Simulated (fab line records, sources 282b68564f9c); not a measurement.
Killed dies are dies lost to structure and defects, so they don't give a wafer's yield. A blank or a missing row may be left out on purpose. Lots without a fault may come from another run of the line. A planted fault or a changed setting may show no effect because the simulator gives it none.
A struck lot beside a sound one | flow rit_cmos | 26 steps out of a route of 202
Sound: wafers L179.1, L179.2, L179.6. Struck: wafers L190.1, L190.3, L190.6. The cause comes at the end.
At each step with rows: each side's tool, then ch and its chambers, then its first start. Under that, the readings that differ: sound wafers | struck wafers | difference of the means | sigmas: that difference in standard deviations of wafers without a fault.
alike: readings whose means differ by less than 2 such deviations, and words and numbers that are the same on both sides. not compared: withheld readings, readings that some wafer has no value for, bounds like >300 that may hide the same value, and numbers for which the record gives no deviation and whose values overlap.
The two part at a step that has a row with sigmas, a row that says differs or no value, or rows on one side only. Numbers that don't overlap but have no deviation are shown without sigmas and don't part them. A reading that every wafer of one side lacks parts them only if that side has two wafers or more.

first, 2 steps without rows for these wafers: RIT_REOX_CLEAN_02 (cleans in SC2, time 588.2 s); RIT_REOX_OXIDATION_03 (target thk 25.2 nm, ox time 5580 s).
RIT_REOX_THK_MEAS_04:
  sound on film_metro-01, day 3 09:11; struck on film_metro-02, day 5 14:32
  alike: REOX_OXIDE_THK
then, 6 steps without rows for these wafers: RIT_NLDD_HMDS_00 (prime time 60 s); RIT_NLDD_COAT_01 (resist thk 1000 nm); RIT_NLDD_SOFTBAKE_02 (time 60 s); RIT_NLDD_EXPOSE_03 (exposes mask M7, target cd 40700 nm); RIT_NLDD_PEB_04; RIT_NLDD_DEVELOP_05 (develop time 50 s).
RIT_NLDD_OVL_MEAS_06:
  sound on overlay-02, day 3 10:14; struck on overlay-01, day 5 15:37
  alike: NLDD_OVL
then, 2 steps without rows for these wafers: RIT_NLDD_HARDBAKE_07 (time 60 s); RIT_NLDD_IMPLANT_08.
RIT_NLDD_STRIP_09: strips in O2, time 180 s.
  sound on plasma_asher-01 ch 0,1, day 3 10:35; struck on plasma_asher-03 ch 0, day 5 15:57
  reading                                   | sound             | struck          | difference | sigmas
  run_length_s (s)                          | 208.2 208.6 208.3 | 72.1 72.7 72.5  | -135.9     | -99 or more
  model.NOVOLAK_of_NLDD_COAT_01.thk_nm (nm) | 0 0 0             | 151.6 151.6 150 | +151.1     |
  alike: drypump_motor_current_A, o2_flow_sccm
  not compared: rf_hours_counter_h
RIT_NLDD_TW_MEAS_10:
  sound on film_metro-03, day 3 10:45; struck on film_metro-02, day 5 16:08
  alike: NLDD_TW
then, 6 steps without rows for these wafers: RIT_PLDD_HMDS_00 (prime time 60 s); RIT_PLDD_COAT_01 (resist thk 1000 nm); RIT_PLDD_SOFTBAKE_02 (time 60 s); RIT_PLDD_EXPOSE_03 (exposes mask M8, target cd 40900 nm); RIT_PLDD_PEB_04; RIT_PLDD_DEVELOP_05 (develop time 50 s).
RIT_PLDD_OVL_MEAS_06:
  sound on overlay-02, day 3 11:40; struck on overlay-01, day 5 17:10
  alike: PLDD_OVL
then, 2 steps without rows for these wafers: RIT_PLDD_HARDBAKE_07 (time 60 s); RIT_PLDD_IMPLANT_08.
RIT_PLDD_STRIP_09: strips in O2, time 180 s.
  sound on plasma_asher-03 ch 0,1, day 3 12:00; struck on plasma_asher-04 ch 0,1, day 5 17:30
  alike: drypump_motor_current_A, o2_flow_sccm, run_length_s
  not compared: rf_hours_counter_h
RIT_PLDD_TW_MEAS_10:
  sound on film_metro-02, day 3 12:10; struck on film_metro-03, day 5 17:41
  reading | sound          | struck   | difference | sigmas
  PLDD_TW | 2367 2382 2377 | 30 30 30 | -2345      | -73
then, 1 step without rows for these wafers: RIT_SPACER_CLEAN_00 (cleans in SC1, time 600 s).

WHERE THEY PART
First at RIT_NLDD_STRIP_09; last, within this record, at RIT_PLDD_TW_MEAS_10.

WHY: what the simulator had put in
Strip aborted: plasma_asher-03, from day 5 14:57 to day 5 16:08, at RIT_NLDD_STRIP_09. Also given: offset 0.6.
